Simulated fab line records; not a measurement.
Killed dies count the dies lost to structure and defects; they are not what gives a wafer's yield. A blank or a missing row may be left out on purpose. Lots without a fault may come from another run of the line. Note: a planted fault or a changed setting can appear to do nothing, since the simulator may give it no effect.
Which tool is to blame? -- flow rit_cmos -- 14 lots, 42 wafers sampled, at 4 steps of a route of 202

== WHAT THE GAUGES READ, wafer by wafer ==
RIT_FOX2_THK_MEAS_01.
lot,measured,on,FOX2_OXIDE_THK (nm)
L336,day 1 19:58,film_metro-02,347 351 342
L337,day 2 00:04,film_metro-04,347 352 354
L338,day 2 05:19,film_metro-04,355 356 359
L339,day 2 10:41,film_metro-04,342 347 338
L340,day 2 15:34,film_metro-02,351 355 355
L341,day 2 22:30,film_metro-04,360 349 359
L343,day 3 08:40,film_metro-02,345 352 349
L344,day 3 13:29,film_metro-03,359 358 355
L345,day 3 17:38,film_metro-03,300 304 301
L346,day 3 23:01,film_metro-02,350 346 348
L348,day 4 08:03,film_metro-03,356 357 360
L349,day 4 12:23,film_metro-02,310 309 307
L352,day 5 04:19,film_metro-02,360 357 355
L359,day 6 13:57,film_metro-02,360 358 353

RIT_FOX2_THK_MEAS_90.
lot,measured,on,FIELD_OXIDE_LEFT_1_THK (nm)
L336,day 1 20:50,film_metro-03,320 324 315
L337,day 2 00:56,film_metro-04,320 325 326
L338,day 2 06:12,film_metro-03,327 329 332
L339,day 2 12:19,film_metro-03,315 320 311
L340,day 2 16:27,film_metro-04,324 327 327
L341,day 2 23:31,film_metro-04,333 321 331
L343,day 3 09:33,film_metro-02,318 324 321
L344,day 3 14:22,film_metro-03,330 330 328
L345,day 3 18:31,film_metro-02,273 277 274
L346,day 4 00:01,film_metro-03,323 319 321
L348,day 4 08:56,film_metro-02,329 330 333
L349,day 4 13:20,film_metro-02,283 281 279
L352,day 5 05:11,film_metro-04,333 329 327
L359,day 6 14:53,film_metro-04,332 330 325

RIT_FOX2_THK_MEAS_91.
lot,measured,on,FIELD_OXIDE_LEFT_2_THK (nm)
L336,day 2 08:56,film_metro-04,252 256 247
L337,day 2 14:18,film_metro-04,251 257 258
L338,day 2 19:38,film_metro-03,260 261 263
L339,day 3 01:05,film_metro-02,246 251 242
L340,day 3 05:42,film_metro-03,255 259 259
L341,day 3 12:41,film_metro-04,265 253 262
L343,day 3 23:18,film_metro-03,249 256 253
L344,day 4 03:43,film_metro-04,263 262 260
L345,day 4 07:20,film_metro-03,203 208 205
L346,day 4 12:36,film_metro-04,255 250 252
L348,day 4 21:30,film_metro-03,261 262 265
L349,day 5 02:51,film_metro-04,214 213 211
L352,day 5 18:19,film_metro-03,264 261 259
L359,day 7 04:34,film_metro-02,265 262 258

== WHICH TOOL RAN EACH LOT (tool, then ch and the chambers of the sampled wafers, then the start) ==
lot,RIT_FOX2_OXIDATION_00
L336,"furnace-04 ch 0, day 1 18:38"
L337,"furnace-03 ch 0, day 1 22:45"
L338,"furnace-04 ch 0, day 2 04:00"
L339,"furnace-04 ch 0, day 2 09:22"
L340,"furnace-01 ch 0, day 2 14:15"
L341,"furnace-04 ch 0, day 2 21:11"
L343,"furnace-04 ch 0, day 3 07:22"
L344,"furnace-04 ch 0, day 3 12:10"
L345,"furnace-04 ch 0, day 3 16:18"
L346,"furnace-03 ch 0, day 3 21:41"
L348,"furnace-01 ch 0, day 4 06:44"
L349,"furnace-04 ch 0, day 4 11:05"
L352,"furnace-01 ch 0, day 5 02:58"
L359,"furnace-01 ch 0, day 6 12:38"
- RIT_FOX2_OXIDATION_00: target thk 350.7 nm, ox time 1130 s.

== AS READ BY THE TOOLS THEMSELVES (means over the sampled wafers that have a number; for cases with no such wafer, the mark the record gives instead) ==
RIT_FOX2_OXIDATION_00.
lot,tool,spike_tc_centre_C (C),spike_tc_load_C (C),spike_tc_source_C (C),tube_center_temp_C (C),tube_center_temp_C_max,zone_power_load_pct (%)
L336,furnace-04,1101.6,1127.9,1132,1100,1102.7,41
L337,furnace-03,1102.0,1126.5,1122,1100,1102.8,36
L338,furnace-04,1101.8,1129.6,1131,1100,1102.9,41
L339,furnace-04,1101.4,1127.8,1132,1100,1102.5,41
L340,furnace-01,1101.7,1124.9,1126,1100,1103.0,50
L341,furnace-04,1101.2,1127.7,1132,1100,1102.7,42
L343,furnace-04,1102.1,1127.5,1131,1100,1102.7,41
L344,furnace-04,1101.5,1127.9,1131,1100,1102.7,42
L345,furnace-04,1075.5,1101.7,1106,1075,1077.7,39
L346,furnace-03,1101.7,1126.1,1122,1100,1102.7,36
L348,furnace-01,1102.0,1125.2,1125,1100,1103.1,51
L349,furnace-04,1076.0,1102.6,1106,1075,1077.9,40
L352,furnace-01,1102.4,1124.4,1124,1100,1102.5,51
L359,furnace-01,1102.5,1124.3,1125,1100,1103.7,51

== THE ANSWER, worked out from the rows above alone ==
Rule: the usual values come from the lots themselves. Put in order of their means at a reading, lots are off if they are a third of the lots or fewer, leave a main group of 4 or more, and stand apart from it by a gap of 3 or more times the standard deviation of the main group's means; of several such gaps the widest counts. A main group whose means are all the same, to the digits that the tables above print for the reading, isn't used. Also off: a lot with no number at a reading for which 4 or more lots have one. Any other lot the step has rows for is counted as sound. First the gauges in route order, then the tools' own readings, where a lot's mean is used as printed above. The first step at which some lot is off is used, and at that step the reading that is off furthest; a lot without a number counts as furthest.
Off: L345, L349, seen at RIT_FOX2_THK_MEAS_01 (FOX2_OXIDE_THK). The main group has a mean of 353 nm with a standard deviation of 5.
A tool fits if, at a process step before that reading, it ran every lot that is off, and no sound lot after the first of them. Not tried: the gauges at RIT_FOX2_THK_MEAS_01; whatever is off there is also off at RIT_FOX2_OXIDATION_00, on other tools, and gauge error can't account for it. One fits: furnace-04 at RIT_FOX2_OXIDATION_00. Its last sound lot is L344 (day 3 12:10), its first lot that is off L345 (day 3 16:18): a fault that began between those two fits.
The tool's own readings at RIT_FOX2_OXIDATION_00 bear it out: on the lots that are off they differ by more than 5 times the standard deviation of the sound lots' means. spike_tc_centre_C reads 1075.8 C there against 1101.8 C on the sound lots; spike_tc_load_C reads 1102.2 C there against 1126.7 C on the sound lots; spike_tc_source_C reads 1106 C there against 1128 C on the sound lots; tube_center_temp_C reads 1075 C there against 1100 C on the sound lots; tube_center_temp_C_max reads 1077.8 there against 1102.8 on the sound lots.

== WHAT THE SIMULATOR HAD INSERTED ==
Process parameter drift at RIT_FOX2_OXIDATION_00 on furnace-04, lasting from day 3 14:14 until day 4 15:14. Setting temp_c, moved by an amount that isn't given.
Shown lots that were struck: L345, L349. Same finding as the rule above.
